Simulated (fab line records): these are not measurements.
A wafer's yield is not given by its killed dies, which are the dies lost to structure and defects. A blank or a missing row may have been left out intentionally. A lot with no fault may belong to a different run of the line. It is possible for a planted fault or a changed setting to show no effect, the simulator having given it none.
Comparing a struck lot with a sound one + flow rit cmos + 21 out of 202 route steps
Sound: the wafers L773.1, L773.2, L773.6. Wafers L783.1, L783.4, L783.5 were the ones struck. At the end, the cause is stated.
For every step that has rows: the tool of each side, followed by ch and its chambers, followed by its first start. Under that, the readings that differ: sound wafers + struck wafers + difference of the means + sigmas: that difference in standard deviations of wafers without a fault.
alike: readings whose means differ by less than 2 such deviations, and words and numbers that are the same on both sides. not compared: withheld readings, readings that some wafer has no value for, bounds like >300 that may hide the same value, and numbers for which the record gives no deviation and whose values overlap.
The two part at a step that has a row with sigmas, a row that says differs or no value, or rows on one side only. Numbers that don't overlap but have no deviation are shown without sigmas and don't part them. A reading that every wafer of one side lacks parts them only if that side has two wafers or more.

first, 3 steps without rows for these wafers: RIT_PWELL_EXPOSE_03 (exposes mask M3, target cd 43700 nm); RIT_PWELL_PEB_04; RIT_PWELL_DEVELOP_05 (develop time 68 s).
RIT_PWELL_OVL_MEAS_06:
  sound on overlay-01 at day 3 07:15; struck on overlay-01 at day 5 02:09
  alike: PWELL_OVL
then, 2 steps without rows for these wafers: RIT_PWELL_HARDBAKE_07 (time 120 s); RIT_PWELL_IMPLANT_08.
RIT_PWELL_STRIP_09: strips in O2, time 180 s.
  sound on plasma asher-01 ch 0,1, day 3 07:41; struck on plasma asher-01 ch 0,1, day 5 02:35
  alike: chamber pressure mTorr, drypump motor current A
  not compared: rf hours counter h
RIT_PWELL_TW_MEAS_10:
  sound on film metro-02 at day 3 07:52; struck on film metro-02 at day 5 02:46
  alike: PWELL_TW
then, 1 step without rows for these wafers: RIT_WELLDRIVE_ANNEAL_00 (time 14700 s).
RIT_WELLDRIVE_RS_MEAS_01: a four-point-probe measurement.
  sound on film metro-03 at day 3 15:23; struck on film metro-02 at day 5 08:28
  alike: NWELL_RS
RIT_WELLDRIVE_RS_MEAS_02: a four-point-probe measurement.
  sound on film metro-03 at day 3 15:31; struck on film metro-02 at day 5 08:35
  alike: PWELL_RS
then, 1 step without rows for these wafers: RIT_NRETRO_HMDS_00 (prime time 60 s).
RIT_NRETRO_COAT_01: resist thk 1300 nm.
  sound on litho track-02 ch 0, day 3 15:59; struck on litho track-02 ch 0, day 5 08:52
| reading                                     | sound          | struck         | difference | sigmas |
|---------------------------------------------|----------------|----------------|------------|--------|
| model.NOVOLAK_of_NRETRO_COAT_01.thk nm (nm) | 1299 1300 1300 | 1406 1404 1408 | +106       |        |
then, 4 steps without rows for these wafers: RIT_NRETRO_SOFTBAKE_02 (time 60 s); RIT_NRETRO_EXPOSE_03 (exposes mask M4, target cd 43900 nm); RIT_NRETRO_PEB_04; RIT_NRETRO_DEVELOP_05 (develop time 68 s).
RIT_NRETRO_OVL_MEAS_06:
  sound on overlay-01 at day 3 16:46; struck on overlay-02 at day 5 09:35
  alike: NRETRO_OVL
RIT_NRETRO_HARDBAKE_07: time 120 s.
  sound on litho track-02 ch 0, day 3 17:08; struck on litho track-04 ch 0, day 5 09:37
| reading                                     | sound          | struck         | difference | sigmas |
|---------------------------------------------|----------------|----------------|------------|--------|
| model.NOVOLAK_of_NRETRO_COAT_01.thk nm (nm) | 1136 1137 1137 | 1228 1226 1230 | +91        |        |
next, for these wafers, 1 step has no rows: RIT_NRETRO_IMPLANT_08.
RIT_M1_PROBE_99:
  sound on prober-02 at day 5 01:02; struck on prober-02 at day 6 15:01
  alike: killed at front end, killed dies, killed open, killed short

== WHERE THEY PART ==
Nowhere in this record.

WHY: the cause the simulator had injected
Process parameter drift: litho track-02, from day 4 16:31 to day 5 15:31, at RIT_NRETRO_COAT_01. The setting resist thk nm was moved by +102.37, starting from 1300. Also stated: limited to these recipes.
